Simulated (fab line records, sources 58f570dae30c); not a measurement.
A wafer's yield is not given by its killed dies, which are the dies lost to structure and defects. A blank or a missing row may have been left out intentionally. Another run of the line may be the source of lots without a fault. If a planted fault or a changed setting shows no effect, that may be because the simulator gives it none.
fab line records -- flow berkeleyCmos170 -- part 2 of 2: steps 28 to 37 of 37
[record] lots = 5, wafers = 15, lastDay = 11
route steps=331 shown NLDD@168 SPACER@171 PSD@175 NSD@187 BACKSIDE@199 SDANNEAL@204
lots that met no fault: from a run of the same line without faults
startH: the number of hours between the record's first day and the start of the first shown wafer of the lot -- waitH: how many hours have passed since the lot's step before this one -- " unchanged from the row above -- L1.1+2: one row covering several wafers at once -- - value missing, or start not given -- * or withheld: withheld -- < > ~ a bound
route shown NAME@n: NAME is a module with steps in the file, n the number in the route of the first one -- usual: mean and standard deviation over wafers with no fault -- same: alike in all rows -- chamber/n: place in a boat -- sites: each site's reading -- _std_site: their standard deviation -- _edge_site: inner sites' mean taken away from outer sites' mean -- radiusMm: for every site, how far away it sits from the centre of the wafer -- mask NAME#n: copy n -- behind: tool/chamber where the wafer was last shaped -- hold: why the lot was held/for how many hours/how that ended -- device: the transistor (n, p or np) that didn't switch -- end of line: tests run on the same wafers once the route is complete -- a step given without rows: its recipe and nothing more -- killed: the dies lost at the first sort to structure and to defects; this is not the yield of the wafer -- map: the dies of a wafer, with x for killed, . for not killed, _ for no die there
set.NAME: the setting that was run; set.NAME@STEP: the one run at that earlier step -- model.NAME: the simulator's own value behind a step, which no gauge read
certain route steps with their lots: each step a table, each wafer a row
services: the hour from which a tool's chamber was out of use, counted from the record's first day as startH (under 0 if before that day), plus the number of hours and why
[[steps]]
[step UCB170_NSD_IMPLANT_08]
[recipe] species = P, doseCm2 = 3e+15, energyKev = 40, tiltDeg = 7
lot.wafer,tool,chamber,startH,waitH
L081.1+3+6,implanter-04,0,196.24,0.0
L080.1+3+5,implanter-03,0,197.24,0.0
L086.1+4+5,implanter-03,0,214.97,0.0
L090.1+2+4,implanter-04,0,242.07,0.0
L091.1+2+6,implanter-03,0,242.19,0.0
[step UCB170_NSD_STRIP_09]
[recipe] chemistry = O2, powerW = 400, pressureMtorr = 3500, platenTempC = withheld, o2FlowSccm = 400, overashFraction = 0.5
[usual] drypumpMotorCurrentA = 6.0/0.31, oesProductAu = 0.534/0.0047, stripTimeToEndpointS = 35.84/0.089
lot.wafer,tool,chamber,startH,waitH,drypumpMotorCurrentA,oesProductAu,rfHoursCounterH,stripTimeToEndpointS
L081.1,plasmaAsher-03,0,196.39,0.1,5.7,0.543,37,35.79
L081.3,plasmaAsher-03,1,196.39,0.1,5.7,0.542,-,35.78
L081.6,plasmaAsher-03,0,196.39,0.1,5.7,0.537,-,35.84
L080.1,plasmaAsher-03,1,197.39,0.1,5.7,0.530,38,35.79
L080.3,plasmaAsher-03,0,197.39,0.1,5.7,0.536,-,35.74
L080.5,plasmaAsher-03,0,197.39,0.1,5.7,0.544,-,35.70
L086.1,plasmaAsher-03,1,215.12,0.1,5.7,0.543,40,35.94
L086.4,plasmaAsher-03,0,215.12,0.1,5.7,0.539,-,36.00
L086.5,plasmaAsher-03,1,215.12,0.1,5.7,0.532,-,35.97
L090.1,plasmaAsher-04,0,242.22,0.1,6.2,0.533,54,35.81
L090.2,plasmaAsher-04,1,242.22,0.1,5.9,0.528,54,35.65
L090.4,plasmaAsher-04,0,242.22,0.1,6.2,0.528,-,35.71
L091.1,plasmaAsher-02,1,242.34,0.1,6.1,0.531,14,35.82
L091.2,plasmaAsher-02,0,242.34,0.1,6.6,0.534,14,35.81
L091.6,plasmaAsher-02,1,242.34,0.1,6.1,0.530,-,35.82
[step UCB170_NSD_TW_MEAS_10]
[usual] NSD_TW = 4205/42
lot.wafer,tool,chamber,startH,waitH,NSD_TW
L081.1,filmMetro-04,-,196.49,0.1,4120
L081.3,filmMetro-04,-,196.49,0.1,4136
L081.6,filmMetro-04,-,196.49,0.1,4148
L080.1,filmMetro-04,-,197.49,0.1,4125
L080.3,filmMetro-04,-,197.49,0.1,4139
L080.5,filmMetro-04,-,197.49,0.1,4161
L086.1,filmMetro-02,-,215.22,0.1,4220
L086.4,filmMetro-02,-,215.22,0.1,4218
L086.5,filmMetro-02,-,215.22,0.1,4201
L090.1,filmMetro-01,-,242.32,0.1,4151
L090.2,filmMetro-01,-,242.32,0.1,4173
L090.4,filmMetro-01,-,242.32,0.1,4122
L091.1,filmMetro-02,-,242.44,0.1,4247
L091.2,filmMetro-02,-,242.44,0.1,4251
L091.6,filmMetro-02,-,242.44,0.1,4249
[step UCB170_NSD_CLEAN_11]
[recipe] chemistry = SPM, tempC = 120, timeS = 600
lot.wafer,tool,chamber,startH,waitH
L081.1+3+6,wetBench-02,2,196.55,0.1
L080.1+3+5,wetBench-02,2,197.55,0.1
L086.1+4+5,wetBench-01,2,215.28,0.1
L090.1+2+4,wetBench-01,2,242.38,0.1
L091.1+2+6,wetBench-02,1,242.50,0.1
[step UCB170_BACKSIDE_HMDS_00]
[recipe] primeTimeS = 60, primeTempC = 100
[usual] exhaustPa = 45.1/0.93
lot.wafer,tool,chamber,startH,waitH,exhaustPa
L081.1,lithoTrack-04,0,197.45,0.7,44.5
L081.3,lithoTrack-04,0,197.45,0.7,44.2
L081.6,lithoTrack-04,0,197.45,0.7,45.0
L080.1,lithoTrack-01,0,198.67,0.9,43.9
L080.3,lithoTrack-01,0,198.67,0.9,45.4
L080.5,lithoTrack-01,0,198.67,0.9,44.3
L086.1,lithoTrack-01,0,215.45,0.0,45.6
L086.4,lithoTrack-01,0,215.45,0.0,45.3
L086.5,lithoTrack-01,0,215.45,0.0,45.0
L090.1,lithoTrack-01,0,242.55,0.0,45.8
L090.2,lithoTrack-01,0,242.55,0.0,44.8
L090.4,lithoTrack-01,0,242.55,0.0,45.3
L091.1,lithoTrack-04,0,242.85,0.2,46.6
L091.2,lithoTrack-04,0,242.85,0.2,46.7
L091.6,lithoTrack-04,0,242.85,0.2,45.8
[step UCB170_BACKSIDE_COAT_01]
[recipe] resist = KrF, spinRpm = 1500, resistThkNm = 900
[usual] exhaustPa = 44.8/0.76
lot.wafer,tool,chamber,startH,waitH,exhaustPa
L081.1,lithoTrack-04,0,197.60,0.1,45.1
L081.3,lithoTrack-04,0,197.60,0.1,44.4
L081.6,lithoTrack-04,0,197.60,0.1,45.3
L080.1,lithoTrack-01,0,198.82,0.1,43.6
L080.3,lithoTrack-01,0,198.82,0.1,44.0
L080.5,lithoTrack-01,0,198.82,0.1,44.0
L086.1,lithoTrack-01,0,215.60,0.1,45.2
L086.4,lithoTrack-01,0,215.60,0.1,45.2
L086.5,lithoTrack-01,0,215.60,0.1,44.6
L090.1,lithoTrack-01,0,242.70,0.1,42.6
L090.2,lithoTrack-01,0,242.70,0.1,43.5
L090.4,lithoTrack-01,0,242.70,0.1,44.1
L091.1,lithoTrack-04,0,243.00,0.1,44.6
L091.2,lithoTrack-04,0,243.00,0.1,43.9
L091.6,lithoTrack-04,0,243.00,0.1,43.6
[step UCB170_BACKSIDE_SOFTBAKE_02]
[recipe] resist = KrF, tempC = 130, timeS = 60
[usual] exhaustPa = 45.1/0.91
lot.wafer,tool,chamber,startH,waitH,exhaustPa
L081.1,lithoTrack-04,0,197.75,0.1,44.6
L081.3,lithoTrack-04,0,197.75,0.1,45.2
L081.6,lithoTrack-04,0,197.75,0.1,44.1
L080.1,lithoTrack-01,0,198.97,0.1,45.1
L080.3,lithoTrack-01,0,198.97,0.1,45.1
L080.5,lithoTrack-01,0,198.97,0.1,46.0
L086.1,lithoTrack-01,0,215.75,0.1,44.4
L086.4,lithoTrack-01,0,215.75,0.1,43.7
L086.5,lithoTrack-01,0,215.75,0.1,44.8
L090.1,lithoTrack-01,0,242.85,0.1,44.0
L090.2,lithoTrack-01,0,242.85,0.1,44.9
L090.4,lithoTrack-01,0,242.85,0.1,44.5
L091.1,lithoTrack-04,0,243.15,0.1,44.4
L091.2,lithoTrack-04,0,243.15,0.1,44.7
L091.6,lithoTrack-04,0,243.15,0.1,44.0
[step UCB170_BACKSIDE_STRIP_03]
[recipe] chemistry = O2, powerW = 400, pressureMtorr = 3500, platenTempC = withheld, o2FlowSccm = 400, overashFraction = 0.5
[usual] drypumpMotorCurrentA = 5.6/0.35, oesProductAu = 0.734/0.005, stripTimeToEndpointS = 22.00/0.058
lot.wafer,tool,chamber,startH,waitH,drypumpMotorCurrentA,oesProductAu,rfHoursCounterH,stripTimeToEndpointS
L081.1,plasmaAsher-01,0,197.90,0.1,5.3,0.736,49,21.98
L081.3,plasmaAsher-01,1,197.90,0.1,5.1,0.736,-,22.03
L081.6,plasmaAsher-01,1,197.90,0.1,5.1,0.741,-,22.00
L080.1,plasmaAsher-01,1,199.12,0.1,5.1,0.734,49,21.92
L080.3,plasmaAsher-01,1,199.12,0.1,5.2,0.741,-,21.97
L080.5,plasmaAsher-01,0,199.12,0.1,5.2,0.732,-,21.92
L086.1,plasmaAsher-01,1,215.90,0.1,5.1,0.732,51,22.04
L086.4,plasmaAsher-01,1,215.90,0.1,5.1,0.726,-,22.07
L086.5,plasmaAsher-01,0,215.90,0.1,5.2,0.739,-,22.13
L090.1,plasmaAsher-03,0,243.00,0.1,5.6,0.733,43,21.93
L090.2,plasmaAsher-03,1,243.00,0.1,5.8,0.735,43,21.93
L090.4,plasmaAsher-03,0,243.00,0.1,5.6,0.726,-,21.95
L091.1,plasmaAsher-01,0,243.30,0.1,5.2,0.731,54,22.02
L091.2,plasmaAsher-01,1,243.30,0.1,5.1,0.737,54,21.92
L091.6,plasmaAsher-01,0,243.30,0.1,5.2,0.733,-,21.93
[step UCB170_BACKSIDE_CLEAN_04]
[recipe] chemistry = SPM, tempC = 120, timeS = 600
lot.wafer,tool,chamber,startH,waitH
L081.1+3+6,wetBench-03,3,198.00,0.1
L080.1+3+5,wetBench-02,1,199.22,0.1
L086.1+4+5,wetBench-01,3,216.00,0.1
L090.1+2+4,wetBench-03,2,243.10,0.1
L091.1+2+6,wetBench-02,0,243.40,0.1
[step UCB170_SDANNEAL_RTA_00]
[recipe] tempC = 900, timeS = 10, ambient = N2
[usual] lampPowerPct = 23.8/1.6, wafer_temp_C_max = 903.2/1
lot.wafer,tool,chamber,startH,waitH,lampPowerPct,wafer_temp_C_max
L081.1,rtpAnneal-02,0,198.17,0.0,25.2,904.8
L081.3,rtpAnneal-02,0,198.17,0.0,25.2,903.5
L081.6,rtpAnneal-02,0,198.17,0.0,25.2,904.6
L080.1,rtpAnneal-02,0,199.41,0.0,25.2,904.0
L080.3,rtpAnneal-02,0,199.41,0.0,25.2,905.2
L080.5,rtpAnneal-02,0,199.41,0.0,25.2,903.7
L086.1,rtpAnneal-02,0,216.18,0.0,25.2,903.2
L086.4,rtpAnneal-02,0,216.18,0.0,25.2,903.4
L086.5,rtpAnneal-02,0,216.18,0.0,25.2,903.4
L090.1,rtpAnneal-02,0,243.29,0.0,25.2,903.0
L090.2,rtpAnneal-02,0,243.29,0.0,25.2,902.3
L090.4,rtpAnneal-02,0,243.29,0.0,25.2,904.5
L091.1,rtpAnneal-01,0,243.57,0.0,22.1,902.1
L091.2,rtpAnneal-01,0,243.57,0.0,22.1,902.2
L091.6,rtpAnneal-01,0,243.57,0.0,22.1,901.7
[[services]]
tool,chamber,startH,hours,kind
krfScanner-02,0,167.21,-,calibration
rieDiel-02,3,169.04,-,clean
rieDiel-02,3,169.04,14.0,scheduledDown
rieDiel-02,3,169.04,14.0,ventCycle
implanter-04,-,171.83,3.1,repair
rieDiel-02,1,173.09,6.0,repair
krfScanner-01,-,174.88,0.8,pm
krfScanner-02,-,175.63,4.0,pm
rieDiel-04,0,176.83,-,clean
rieDiel-04,0,176.83,15.7,scheduledDown
rieDiel-04,0,176.83,15.7,ventCycle
rieDiel-03,0,176.90,11.7,repair
krfScanner-01,0,193.77,-,calibration
krfScanner-01,-,196.29,1.0,pm
rieDiel-04,1,202.27,11.4,repair
pecvd-01,-,209.29,2.8,pm
rieDiel-03,0,210.08,21.5,repair
rieDiel-03,-,210.69,0.3,repair
krfScanner-01,-,217.92,0.5,repair
krfScanner-01,-,221.55,10.1,repair
plasmaAsher-02,-,235.21,0.7,repair
plasmaAsher-03,-,235.65,2.8,pm
pecvd-03,-,242.50,14.0,pm
pecvd-03,0,242.50,14.0,ventCycle
